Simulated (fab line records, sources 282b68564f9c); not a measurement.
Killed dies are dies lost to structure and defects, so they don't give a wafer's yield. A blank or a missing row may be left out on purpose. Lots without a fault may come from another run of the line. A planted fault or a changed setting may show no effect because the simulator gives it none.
One fault seen from 2 desks | flow rit_cmos | each desk has only its own numbers; what lay behind them comes last

THE TOOL OWNER'S DESK: lpcvd-02
The tool's own readings at RIT_SPACER_CVD_03 (deposits Si3N4 from SiH2Cl2/NH3, target thk 250 nm, time 3232 s): means of the sampled wafers that have a number, for each lot that ran on this tool. A lot is out of limits, marked OUT, if its mean lies more than 4 standard deviations from the usual mean; the brackets give that distance.
Columns: A = pressure_mtorr at RIT_SPACER_CVD_03, usual 299.7 mTorr; B = spike_tc_load_C at RIT_SPACER_CVD_03, usual 832.1 C; C = spike_tc_source_C at RIT_SPACER_CVD_03, usual 832.9 C
lot  | first seen here | A     | B     | C
L766 | day 3 06:55     | 299.1 | 835.1 | 830.1
L770 | day 4 00:28     | 300.0 | 836.1 | 830.7
L774 | day 4 17:06     | 299.9 | 834.6 | 830.7
L775 | day 5 04:08     | 300.1 | 835.0 | 831.2
L783 | day 6 18:27     | 299.8 | 836.1 | 832.1
L786 | day 7 05:56     | 299.2 | 833.0 | 833.6
This desk's finding: nothing out of limits on any of the 6 lots.

THE METROLOGY DESK
What the gauges read, lot by lot, whatever tool the lot ran on: means of the sampled wafers that have a number. A lot is out of limits, marked OUT, if its mean lies more than 4 standard deviations from the usual mean; the brackets give that distance.
Columns: A = SPACER_NITRIDE_THK at RIT_SPACER_THK_MEAS_04, usual 244.1 nm
lot  | first seen here | A
L766 | day 3 08:50     | 245.8
L767 | day 3 10:31     | 243.8
L768 | day 3 14:40     | 242.8
L769 | day 3 22:43     | 245.8
L770 | day 4 02:23     | 243.1
L773 | day 4 17:40     | 242.0
L774 | day 4 19:01     | 247.5
L775 | day 5 06:05     | 243.6
L777 | day 5 09:19     | 247.1
L778 | day 5 20:47     | 248.1
L781 | day 6 12:35     | 241.8
L783 | day 6 20:23     | 404.1 (+76) OUT
L785 | day 7 02:52     | 244.0
L786 | day 7 07:52     | 403.6 (+76) OUT
This desk's finding: out of limits on L783, L786; first on L783, day 6 20:23 (SPACER_NITRIDE_THK at RIT_SPACER_THK_MEAS_04). In limits: L766, L767, L768, L769, L770, L773, L774, L775, L777, L778, L781, L785.

PUT TOGETHER
The metrology desk could have raised an alarm at day 6 20:23, on L783, L786.
The tool owner's desk saw nothing out of limits.
The tool owner's desk has L783, L786 on record, within its limits.
Of the lots named, all ran RIT_SPACER_CVD_03 on lpcvd-02.

WHAT THE SIMULATOR HAD PUT IN
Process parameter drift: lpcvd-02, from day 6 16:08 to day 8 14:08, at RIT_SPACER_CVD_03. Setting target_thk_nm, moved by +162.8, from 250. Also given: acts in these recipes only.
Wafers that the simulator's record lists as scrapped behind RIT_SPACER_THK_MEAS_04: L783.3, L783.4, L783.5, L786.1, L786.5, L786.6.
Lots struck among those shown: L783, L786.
Hours from the fault's start to each desk's first reading out of limits: the metrology desk, 4.
